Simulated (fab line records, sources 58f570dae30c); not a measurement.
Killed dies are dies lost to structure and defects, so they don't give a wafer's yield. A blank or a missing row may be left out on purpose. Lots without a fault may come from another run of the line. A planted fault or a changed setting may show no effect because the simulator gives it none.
Split-lot experiment | flow berkeley_cmos170 | 5 lots, 23 wafers read, on a route of 331 steps

THE SPLIT
At UCB170_CONTACT_CVD_01 (deposits PSG from SiH4/O2/PH3, target thk 700 nm, time 2820 s), the setting sih4_flow_sccm was moved away from the recipe's 60 sccm on 20 of the 23 wafers read, by -8.5% to +13.8%. The other wafers ran this setting at the recipe's value.

The file shows no step between the split and the reading.

THE READING
CONTACT_PSG_THK, in nm, at UCB170_CONTACT_THK_MEAS_02. Fault-free wafers of this fab line usually give 700 nm, standard deviation 5.5 nm.

wafer  | tool, chamber at the split | sih4_flow_sccm as run, sccm | against the recipe | CONTACT_PSG_THK, nm | against lot-mates on the recipe
L074.2 | -, -                       | 57.11                       | -4.8%              | 692                 | no lot-mate on the recipe
L074.3 | -, -                       | 57.11                       | -4.8%              | 694                 | no lot-mate on the recipe
L074.4 | -, -                       | 57.11                       | -4.8%              | 695                 | no lot-mate on the recipe
L074.5 | -, -                       | 57.11                       | -4.8%              | 697                 | no lot-mate on the recipe
L074.6 | -, -                       | 57.11                       | -4.8%              | 695                 | no lot-mate on the recipe
L076.1 | -, -                       | 54.88                       | -8.5%              | 673                 | no lot-mate on the recipe
L076.2 | -, -                       | 54.88                       | -8.5%              | 675                 | no lot-mate on the recipe
L076.3 | -, -                       | 54.88                       | -8.5%              | 671                 | no lot-mate on the recipe
L076.4 | -, -                       | 54.88                       | -8.5%              | 670                 | no lot-mate on the recipe
L076.5 | -, -                       | 54.88                       | -8.5%              | 674                 | no lot-mate on the recipe
L078.1 | -, -                       | 64.36                       | +7.3%              | 724                 | no lot-mate on the recipe
L078.3 | -, -                       | 64.36                       | +7.3%              | 725                 | no lot-mate on the recipe
L078.4 | -, -                       | 64.36                       | +7.3%              | 725                 | no lot-mate on the recipe
L078.5 | -, -                       | 64.36                       | +7.3%              | 729                 | no lot-mate on the recipe
L078.6 | -, -                       | 64.36                       | +7.3%              | 726                 | no lot-mate on the recipe
L079.3 | lpcvd-01, 1                | 60                          | recipe             | 701                 | -
L079.4 | lpcvd-01, 1                | 60                          | recipe             | 707                 | -
L079.6 | lpcvd-01, 1                | 60                          | recipe             | 706                 | -
L084.2 | -, -                       | 68.27                       | +13.8%             | 739                 | no lot-mate on the recipe
L084.3 | -, -                       | 68.27                       | +13.8%             | 739                 | no lot-mate on the recipe
L084.4 | -, -                       | 68.27                       | +13.8%             | 739                 | no lot-mate on the recipe
L084.5 | -, -                       | 68.27                       | +13.8%             | 738                 | no lot-mate on the recipe
L084.6 | -, -                       | 68.27                       | +13.8%             | 737                 | no lot-mate on the recipe

THE FIT
A straight line over all 23 wafers: CONTACT_PSG_THK changes by +2.82 nm for each +1% of sih4_flow_sccm; r = +0.98; the points scatter about the line by 4.9 nm.
Too few moved wafers have a lot-mate on the recipe to fit a line with each lot's own level taken away.

THE WHOLE CHAIN: every reading that the file lists as answering this split, in the file's order
step                       | what it does                                                               | reading                                                                       | change (the file's fit)              | r (the file's)
UCB170_CONTACT_CVD_01      | deposits PSG from SiH4/O2/PH3, target thk 700 nm, time 2820 s              | PSG_of_CONTACT_CVD_01.thk_nm (the simulator's own value, which no gauge read) | +2.78 nm for each +1% of the setting | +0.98
UCB170_CONTACT_THK_MEAS_02 |                                                                            | CONTACT_PSG_THK                                                               | +2.81 for each +1% of the setting    | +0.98
UCB170_CONTACT_ETCH_18     | etches PSG in CHF3/CF4/Ar, stops on TiSi2, target depth 840 nm, time 195 s | etch.depth_nm (the simulator's own value, which no gauge read)                | +2.64 nm for each +1% of the setting | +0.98
UCB170_CONTACT_ETCH_18     | etches PSG in CHF3/CF4/Ar, stops on TiSi2, target depth 840 nm, time 195 s | CONTACT.feature_depth_nm (the simulator's own value, which no gauge read)     | +2.79 nm for each +1% of the setting | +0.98

THE FILE'S OWN FIT
CONTACT_PSG_THK changes by +2.81 nm for each +1% of sih4_flow_sccm, r = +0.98.
